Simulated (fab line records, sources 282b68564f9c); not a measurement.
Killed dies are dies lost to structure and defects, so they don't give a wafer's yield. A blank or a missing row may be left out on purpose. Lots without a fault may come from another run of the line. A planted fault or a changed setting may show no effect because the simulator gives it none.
Problem report in the 8D (eight disciplines) form, filled by code | flow rit_cmos | the parts of the form that need people (team, actions taken, sign-off) are left out

1. THE PROBLEM
PWELL_TW at RIT_PWELL_TW_MEAS_10 reads a mean of 30 on 6 wafers of 2 lots; wafers without a fault read 953 with a standard deviation of 6.8. That is -99 or more standard deviations from the usual mean.
First seen on wafer L656.1, day 5 20:49, on film_metro-02. The record holds 42 wafers of 14 lots with a number at this step. Rule for "out", or "out of limits": more than 4 standard deviations from the usual mean. The other wafers with a number count as sound.

2. WHAT IT IS AND WHAT IT IS NOT
question                    | is                     | is not
which readings at this step | PWELL_TW               | -
which lots                  | L656, L657             | L639, L640, L641, L643, L644, L645, L647, L653, L658, L659, L660, L661
which wafers of those lots  | all that have a number | -
read on which gauges        | film_metro-02          | film_metro-03, film_metro-04
when                        | from day 5 20:49       | up to then (24 sound wafers); but 12 sound wafers of L658, L659, L660, L661 came after

3. SUSPECTS, AND WHAT RULES EACH OUT
Counting: a tool at a process step up to the reading stays a suspect if it ran every lot that is out and no sound lot after the first of them.
- the gauge at RIT_PWELL_TW_MEAS_10: ruled out. All the wafers that are out were read on film_metro-02, but those of them that RIT_NRETRO_TW_MEAS_10 has rows for are out there too, on other tools.
- plasma_asher-04 at RIT_NWELL_STRIP_09 (strips in O2, time 180 s): ruled out as a lasting fault. Sound lots L659, L661 ran on it after its first lot that is out, L656 (day 5 18:58).
- plasma_asher-01 at RIT_PWELL_STRIP_09 (strips in O2, time 180 s): ruled out as a lasting fault. Sound lots L659 ran on it after its first lot that is out, L656 (day 5 20:39).
Left after counting: nothing in the record.

4. THE CAUSE (what the simulator had put in)
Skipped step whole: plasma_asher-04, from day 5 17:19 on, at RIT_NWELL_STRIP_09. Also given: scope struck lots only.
Counting ruled it out, wrongly: the rule takes a fault to strike every lot that its tool runs from its start on, and this one did not.

5. THE CHAIN OF EFFECTS, in route order
Each row: a reading whose mean over the struck wafers that have a number lies more than 3 standard deviations from the usual. Only readings for which the record gives a usual standard deviation are gone through. hours: the time from each lot's start at the first step in this table that gives one to its start at this step, as a median over the lots. sigmas: the change in usual standard deviations.
hours | step                  | reading   | usual | on struck wafers | change | sigmas
0     | RIT_PWELL_TW_MEAS_10  | PWELL_TW  | 953   | 30               | -923   | -99 or more
9     | RIT_NRETRO_TW_MEAS_10 | NRETRO_TW | 1051  | 30               | -1021  | -99 or more
11    | RIT_PRETRO_TW_MEAS_10 | PRETRO_TW | 477   | 30               | -447   | -99 or more
Readings that are blank on the struck wafers while sound wafers have them: chamber_pressure_mTorr at RIT_NWELL_STRIP_09; drypump_motor_current_A at RIT_NWELL_STRIP_09.
Later measuring or inspecting steps at which every struck wafer that the step has a row for has a number for every such reading, and none has moved that far: RIT_NRETRO_OVL_MEAS_06.

6. WHAT WOULD HAVE CAUGHT IT SOONER
In this record the first reading out of limits at a measuring or inspecting step was taken at day 5 20:49, 4 hours after the fault began at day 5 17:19.
At RIT_NWELL_STRIP_09 the tool's readings are blank on the struck wafers, where sound wafers have them: an empty tool record is the first sign, and it was there at once.
